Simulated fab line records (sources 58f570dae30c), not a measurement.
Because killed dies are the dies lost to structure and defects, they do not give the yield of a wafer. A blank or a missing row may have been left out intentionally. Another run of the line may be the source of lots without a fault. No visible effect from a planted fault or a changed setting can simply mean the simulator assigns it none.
Split-lot experiment :: flow berkeley_cmos170 :: 23 wafers read across 5 lots, on a route 331 steps long

## ON THE SPLIT
At UCB170_NLDD_EXPOSE_03 (exposes mask NSELECT, target cd 1200 nm), the setting dose_mj was moved away from the recipe's 30 on 8 of the 23 wafers read, by -5.9% to +6.1%. For the rest of the wafers, this setting stayed at what the recipe calls for.

## FROM THE SPLIT TO THE READING: what the file shows between them, 2 steps
- UCB170_NLDD_PEB_04
- UCB170_NLDD_DEVELOP_05: develop time 45 s

## THE READING
At UCB170_NLDD_CD_MEAS_06: cd_nm in nanometres, against a target cd of 1200 nm. A value of 1199.6 nm with a standard deviation of 1.2 nm is what fault-free wafers of this fab line usually give.

wafer: L076.1
tool, chamber at the split: krf_scanner-02, 0
dose_mj as run: 31.31
against the recipe: +4.4%
cd_nm, nm: 1207.2
against lot-mates on the recipe: +6.4

wafer: L076.2
tool, chamber at the split: krf_scanner-02, 0
dose_mj as run: 30
against the recipe: recipe
cd_nm, nm: 1199.6
against lot-mates on the recipe: -

wafer: L076.3
tool, chamber at the split: krf_scanner-02, 0
dose_mj as run: 30
against the recipe: recipe
cd_nm, nm: 1202.1
against lot-mates on the recipe: -

wafer: L076.5
tool, chamber at the split: krf_scanner-02, 0
dose_mj as run: 31.31
against the recipe: +4.4%
cd_nm, nm: 1207.1
against lot-mates on the recipe: +6.2

wafer: L076.6
tool, chamber at the split: krf_scanner-02, 0
dose_mj as run: 31.31
against the recipe: +4.4%
cd_nm, nm: 1207.7
against lot-mates on the recipe: +6.9

wafer: L074.1
tool, chamber at the split: krf_scanner-02, 0
dose_mj as run: 30
against the recipe: recipe
cd_nm, nm: 1201.2
against lot-mates on the recipe: -

wafer: L074.2
tool, chamber at the split: krf_scanner-02, 0
dose_mj as run: 30
against the recipe: recipe
cd_nm, nm: 1201.0
against lot-mates on the recipe: -

wafer: L074.3
tool, chamber at the split: krf_scanner-02, 0
dose_mj as run: 30
against the recipe: recipe
cd_nm, nm: 1201.6
against lot-mates on the recipe: -

wafer: L074.4
tool, chamber at the split: krf_scanner-02, 0
dose_mj as run: 30
against the recipe: recipe
cd_nm, nm: 1200.6
against lot-mates on the recipe: -

wafer: L074.5
tool, chamber at the split: krf_scanner-02, 0
dose_mj as run: 30
against the recipe: recipe
cd_nm, nm: 1201.1
against lot-mates on the recipe: -

wafer: L079.1
tool, chamber at the split: krf_scanner-01, 0
dose_mj as run: 28.23
against the recipe: -5.9%
cd_nm, nm: 1186.6
against lot-mates on the recipe: -10.5

wafer: L079.2
tool, chamber at the split: krf_scanner-01, 0
dose_mj as run: 28.23
against the recipe: -5.9%
cd_nm, nm: 1187.2
against lot-mates on the recipe: -9.8

wafer: L079.3
tool, chamber at the split: krf_scanner-01, 0
dose_mj as run: 28.23
against the recipe: -5.9%
cd_nm, nm: 1186.0
against lot-mates on the recipe: -11.0

wafer: L079.4
tool, chamber at the split: krf_scanner-01, 0
dose_mj as run: 30
against the recipe: recipe
cd_nm, nm: 1197.1
against lot-mates on the recipe: -

wafer: L079.6
tool, chamber at the split: krf_scanner-01, 0
dose_mj as run: 30
against the recipe: recipe
cd_nm, nm: 1197.0
against lot-mates on the recipe: -

wafer: L083.2
tool, chamber at the split: krf_scanner-01, 0
dose_mj as run: 30
against the recipe: recipe
cd_nm, nm: 1198.2
against lot-mates on the recipe: -

wafer: L083.3
tool, chamber at the split: krf_scanner-01, 0
dose_mj as run: 31.82
against the recipe: +6.1%
cd_nm, nm: 1208.7
against lot-mates on the recipe: +10.2

wafer: L083.4
tool, chamber at the split: krf_scanner-01, 0
dose_mj as run: 30
against the recipe: recipe
cd_nm, nm: 1198.3
against lot-mates on the recipe: -

wafer: L083.5
tool, chamber at the split: krf_scanner-01, 0
dose_mj as run: 31.82
against the recipe: +6.1%
cd_nm, nm: 1208.0
against lot-mates on the recipe: +9.5

wafer: L083.6
tool, chamber at the split: krf_scanner-01, 0
dose_mj as run: 30
against the recipe: recipe
cd_nm, nm: 1199.0
against lot-mates on the recipe: -

wafer: L082.1
tool, chamber at the split: krf_scanner-02, 0
dose_mj as run: 30
against the recipe: recipe
cd_nm, nm: 1201.4
against lot-mates on the recipe: -

wafer: L082.2
tool, chamber at the split: krf_scanner-02, 0
dose_mj as run: 30
against the recipe: recipe
cd_nm, nm: 1199.7
against lot-mates on the recipe: -

wafer: L082.6
tool, chamber at the split: krf_scanner-02, 0
dose_mj as run: 30
against the recipe: recipe
cd_nm, nm: 1198.8
against lot-mates on the recipe: -

THE FIT
A straight line over all 23 wafers: cd_nm changes by +1.87 nm for each +1% of dose_mj; r = +0.96; the points scatter about the line by 1.7 nm.
The same after taking each lot's own level away (the mean of its wafers on the recipe; 23 wafers): +1.66 nm for each +1%; r = +0.99; scatter 0.72 nm.
Per that fit: largest dose_mj move, reading shift of 10 nm.
From 1197.05 to 1201.10 nm: that is the span of the lots' own levels, equal to 3.4 times the standard deviation above.
In other words, the slope is changed by the lot-to-lot level; the two fits disagree.
Check: +9.8 nm against its lot-mates is what the line predicts for one of the wafers moved furthest among these (+6.1%) when that wafer is left out of the fit. It came out at +10.2 nm against them.

## FILE'S OWN FIT
cd_nm changes by +1.65 nm for each +1% of dose_mj, r = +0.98.
